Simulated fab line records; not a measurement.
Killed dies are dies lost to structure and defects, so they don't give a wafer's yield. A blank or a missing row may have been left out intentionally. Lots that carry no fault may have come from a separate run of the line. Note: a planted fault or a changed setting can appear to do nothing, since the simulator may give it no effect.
Problem report in the 8D (eight disciplines) form, filled by code + flow ritCmos + the parts of the form that need people (team, actions taken, sign-off) are left out

## 1. WHAT WENT WRONG
CONTACT_TEOS_THK at RIT_CONTACT_THK_MEAS_01 reads a mean of 529 nm on 1 wafer of 1 lot; wafers without a fault read 400 nm with a standard deviation of 5.7. That puts it +23 standard deviations away from the usual mean.
Seen first at day 6 05:06 on filmMetro-02, wafer L274.3. At this step, 39 wafers from 13 lots have a number in the record. By rule, "out" or "out of limits" means more than 4 standard deviations away from the usual mean. The rest of the wafers with a number are treated as sound.

## 2. WHAT IT IS AND WHAT IT IS NOT
| question                    | is               | is not                                                                                       |
|-----------------------------|------------------|----------------------------------------------------------------------------------------------|
| which readings at this step | CONTACT_TEOS_THK | -                                                                                            |
| which lots                  | L274             | L260, L261, L262, L263, L264, L265, L266, L276, L278, L280, L281, L283                       |
| which wafers of those lots  | L274.3           | L274.1, L274.6                                                                               |
| read on which gauges        | filmMetro-02     | filmMetro-03, filmMetro-04                                                                   |
| when                        | from day 6 05:06 | up to then (23 sound wafers); but 15 sound wafers of L276, L278, L280, L281, L283 came after |

## 3. SUSPECTS, AND WHAT RULES EACH OUT
Counting: any tool at a process step up to the reading remains a suspect provided it ran every lot that is out. Sound lots after the first of them don't rule it out here, since some wafers of a struck lot are sound.
- ruled out: the gauge at RIT_CONTACT_THK_MEAS_01. All the wafers that are out were read on filmMetro-02, but those of them that RIT_M1_PROBE_99 has rows for are out there too, on other tools.
- plasmaAsher-03 at RIT_NSD_STRIP_09 (strips in O2, time 180 s): kept. L274, the lot that is out, went through it at day 6 01:50; up to then, the latest sound lot through it was L266 at day 4 07:35.
- pecvd-04 at RIT_CONTACT_CVD_00 (deposits SiO2 from TEOS, target thk 400 nm, time 61 s): kept. L274, the lot that is out, went through it at day 6 05:03; up to then, the latest sound lot through it was L265 at day 4 07:52.
- Within pecvd-04 at RIT_CONTACT_CVD_00: the wafers that are out ran in chamber 2; their sound lot-mates ran in chamber 1.
What counting leaves: plasmaAsher-03 at RIT_NSD_STRIP_09 and pecvd-04 at RIT_CONTACT_CVD_00.

## 4. THE CAUSE (what the simulator had put in)
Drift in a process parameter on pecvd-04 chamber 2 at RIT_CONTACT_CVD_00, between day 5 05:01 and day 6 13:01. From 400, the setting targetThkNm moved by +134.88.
This tool is one of the 2 suspects left after counting.

## 5. THE EFFECT CHAIN, in route order
Each row: a reading whose mean over the struck wafers that have a number lies more than 3 standard deviations from the usual. Readings are gone through only where the record gives a usual standard deviation; hours: the median, over the lots, of the time from a lot's start at the first step in this table giving one to that lot's start at this step; sigmas: the change measured in usual standard deviations.
| hours | step                    | reading          | usual  | on struck wafers | change | sigmas      |
|-------|-------------------------|------------------|--------|------------------|--------|-------------|
| 0     | RIT_CONTACT_THK_MEAS_01 | CONTACT_TEOS_THK | 400 nm | 529              | +129   | +23         |
| 7     | RIT_M1_PROBE_99         | killedAtContacts | 0.1    | 260.0            | +259.9 | +99 or more |
| 7     | RIT_M1_PROBE_99         | killedDies       | 7      | 264              | +257   | +80         |
| 7     | RIT_M1_PROBE_99         | killedOnRim      | 1.9    | 70.0             | +68.1  | +49         |
Its process steps:
- RIT_M1_PROBE_99

## 6. HOW IT WOULD HAVE BEEN CAUGHT EARLIER
24 hours passed between the start of the fault at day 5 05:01 and the first reading out of limits at a measuring or inspecting step in this record, taken at day 6 05:06.
No tool reading at RIT_CONTACT_CVD_00 that has a usual standard deviation in the record was out on any struck wafer, so an alarm limit of 4 standard deviations on those readings would not have fired.
Each of the lots that are out, 1 in all, had begun RIT_CONTACT_CVD_00 on pecvd-04 no later than day 6 05:06. Holding the tool at that point would not have protected any of them.
